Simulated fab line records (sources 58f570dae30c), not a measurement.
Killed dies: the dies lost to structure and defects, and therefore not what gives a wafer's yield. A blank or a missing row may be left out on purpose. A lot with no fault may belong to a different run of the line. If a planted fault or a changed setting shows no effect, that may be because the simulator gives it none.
What tool caused it?    flow berkeleyCmos170    6 lots, 18 wafers sampled, at 2 steps of a route of 331

## WHAT THE GAUGES SHOWED, per wafer
UCB170_GATE_CD_MEAS_12 targets a cd of 350 nm.
lot   measured      on        cdNm (nm)
L495  day 8 02:07   cdSem-01  351.9 350.7 350.9
L491  day 8 02:23   cdSem-02  349.7 349.8 349.8
L496  day 8 18:40   cdSem-02  373.6 373.4 372.6
L507  day 10 07:03  cdSem-02  351.0 351.4 352.0
L506  day 10 07:37  cdSem-02  350.3 351.3 350.5
L510  day 10 22:43  cdSem-01  349.1 348.7 348.3

## EACH LOT AND THE TOOL THAT RAN IT (in order: tool; ch and the chambers of the sampled wafers; start)
lot   UCB170_GATE_EXPOSE_09
L495  krfScanner-01 ch 0, day 8 01:11
L491  krfScanner-01 ch 0, day 8 01:49
L496  krfScanner-02 ch 0, day 8 18:16
L507  krfScanner-02 ch 0, day 10 06:34
L506  krfScanner-01 ch 0, day 10 06:56
L510  krfScanner-01 ch 0, day 10 22:05
- UCB170_GATE_EXPOSE_09: exposes mask POLY, target cd 350 nm.

## THE ANSWER, worked out from the rows above alone
Rule: usual is defined by the lots themselves. The widest of any qualifying gaps counts: lots, ordered by their means at a reading, are off when they make up no more than a third of the lots, leave a main group of 4 or more, and stand apart from it by 3 or more times the standard deviation of that group's means. A main group whose means are all the same, to the digits that the tables above print for the reading, isn't used. A lot without any number at a reading at which 4 lots or more have one is off too. The other lots that the step has rows for count as sound.
Off, at UCB170_GATE_CD_MEAS_12 on cdNm: L496. The main group has a mean of 350.4 nm with a standard deviation of 1.
A tool fits if, at a process step before that reading, it ran every lot that is off, and no sound lot after the first of them. Those tools and the gauges at UCB170_GATE_CD_MEAS_12 are tried in the same way. None of those tried fits.

## WHAT THE SIMULATOR HAD INSERTED
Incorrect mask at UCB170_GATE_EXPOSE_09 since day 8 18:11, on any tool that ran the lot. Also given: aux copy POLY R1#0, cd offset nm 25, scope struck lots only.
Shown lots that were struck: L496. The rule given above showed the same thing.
